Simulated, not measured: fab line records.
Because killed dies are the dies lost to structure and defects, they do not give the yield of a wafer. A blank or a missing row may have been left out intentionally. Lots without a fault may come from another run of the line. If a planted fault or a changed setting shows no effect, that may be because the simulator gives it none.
Which tool did it? + flow berkeley cmos170 + 7 lots with 21 wafers sampled at 2 steps, on a route of 331 steps

## WHAT EACH GAUGE READ, for each wafer
UCB170_PLDD_OVL_MEAS_07.
| lot  | measured    | on         | PLDD_OVL (nm) |
|------|-------------|------------|---------------|
| L331 | day 6 21:26 | overlay-01 | -1 -1 3       |
| L333 | day 7 04:20 | overlay-02 | 2 -1 7        |
| L335 | day 8 00:05 | overlay-01 | -5 -2 3       |
| L338 | day 8 04:15 | overlay-02 | 4 2 3         |
| L341 | day 9 04:49 | overlay-02 | 187 189 189   |
| L343 | day 9 05:46 | overlay-02 | 172 177 183   |
| L346 | day 9 18:34 | overlay-02 | -10 -7 2      |

## WHAT TOOL EACH LOT RAN ON (gives the tool, then ch and the chambers of the sampled wafers, and finally the start)
| lot  | UCB170_PLDD_EXPOSE_03            |
|------|----------------------------------|
| L331 | krf scanner-02 ch 0, day 6 20:55 |
| L333 | krf scanner-02 ch 0, day 7 03:37 |
| L335 | krf scanner-01 ch 0, day 7 23:25 |
| L338 | krf scanner-02 ch 0, day 8 03:45 |
| L341 | krf scanner-02 ch 0, day 9 03:57 |
| L343 | krf scanner-02 ch 0, day 9 04:33 |
| L346 | krf scanner-01 ch 0, day 9 17:33 |
- UCB170_PLDD_EXPOSE_03: exposes mask PSELECT, target cd 1200 nm.

## THE ANSWER, worked out from the rows above alone
Rule: the usual values come from the lots themselves. The widest of any qualifying gaps counts: lots, ordered by their means at a reading, are off when they make up no more than a third of the lots, leave a main group of 4 or more, and stand apart from it by 3 or more times the standard deviation of that group's means. If all means in a main group match to the digits the tables above print for the reading, that group is not used. A lot without any number at a reading at which 4 lots or more have one is off too. All remaining lots with rows at the step are treated as sound.
Off: L341, L343, at UCB170_PLDD_OVL_MEAS_07 (PLDD_OVL). Mean -0 nm and standard deviation 2.9 in the main group.
If a tool, at a process step before that reading, ran all the lots that are off and no sound lot after the first of them, it fits. The gauges at UCB170_PLDD_OVL_MEAS_07 are tried like those tools. One fits: krf scanner-02 at UCB170_PLDD_EXPOSE_03. Its last sound lot is L338 (day 8 03:45), its first lot that is off L341 (day 9 03:57): a fault that began between those two fits.

## WHAT WAS PUT IN BY THE SIMULATOR
Scanner matching overlay: krf scanner-02, from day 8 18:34 on, at UCB170_PLDD_EXPOSE_03. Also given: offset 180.
Struck lots among those shown: L341, L343. The rule given above showed the same thing.
